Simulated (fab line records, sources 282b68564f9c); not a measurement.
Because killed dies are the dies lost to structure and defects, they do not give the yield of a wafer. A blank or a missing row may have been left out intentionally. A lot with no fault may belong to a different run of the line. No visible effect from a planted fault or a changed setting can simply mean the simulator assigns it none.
Problem report, 8D (eight disciplines) form, completed by code	flow rit cmos	the parts of the form that need people (team, actions taken, sign-off) are left out

== 1. THE ISSUE ==
M1_OVL at RIT_M1_OVL_MEAS_10 reads a mean of 360.5 nm on 9 wafers of 3 lots; wafers without a fault read 0.7 nm with a standard deviation of 1.2. That is +99 or more standard deviations from the usual mean.
Earliest sighting: wafer L418.1 on overlay-01 at day 7 01:25. Wafers with a number at this step in the record: 45, from 15 lots. The rule behind "out" and "out of limits": a value lying over 4 standard deviations away from the usual mean. The other wafers with a number count as sound.

== 2. WHAT IT IS AND WHAT IT IS NOT ==
question	is	is not
which readings at this step	M1_OVL	-
which lots	L418, L421, L423	L401, L403, L404, L405, L406, L408, L410, L411, L412, L413, L414, L415
which wafers of those lots	all that have a number	-
read on which gauges	overlay-01, overlay-02	-
when	from day 7 01:25	up to then (36 sound wafers)

== 3. WHAT RULES OUT EACH SUSPECT ==
Counting: a tool at a process step up to the reading stays a suspect if it ran every lot that is out and no sound lot after the first of them.
- the gauge at RIT_M1_OVL_MEAS_10: ruled out. 2 gauges (overlay-01, overlay-02) read the wafers that are out.
- iline stepper-02 at RIT_M1_EXPOSE_06 (exposes mask M12, target cd 2600 nm): kept. It processed each lot that is out, first L418 at day 7 00:50, and no sound lot thereafter; up to then, the last sound lot it processed was L414 at day 6 03:05.
Remaining after the count: iline stepper-02 at RIT_M1_EXPOSE_06.

== 4. THE CAUSE (what the simulator had put in) ==
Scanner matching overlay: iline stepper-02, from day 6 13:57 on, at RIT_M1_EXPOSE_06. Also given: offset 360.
The count eliminated every tool but this one.

== 5. THE CHAIN OF EFFECTS, in route order ==
Each row: a reading whose mean over the struck wafers that have a number lies more than 3 standard deviations from the usual. Scope: only readings with a usual standard deviation given in the record; hours: median across lots of the time from each lot's start at the first step in this table that gives one to its start at this step; sigmas: change in usual standard deviations.
hours	step	reading	usual	on struck wafers	change	sigmas
0	RIT_M1_OVL_MEAS_10	M1_OVL	0.7 nm	360.5	+359.8	+99 or more

== 6. HOW IT WOULD HAVE BEEN CAUGHT EARLIER ==
Counted from the fault's start at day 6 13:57, it took 11 hours until the first out-of-limits reading at a measuring or inspecting step in this record, taken at day 7 01:25.
L421, L423, from the lots that are out (3), started RIT_M1_EXPOSE_06 on iline stepper-02 later than day 7 01:25. A hold on the tool at that time would have spared those 2.
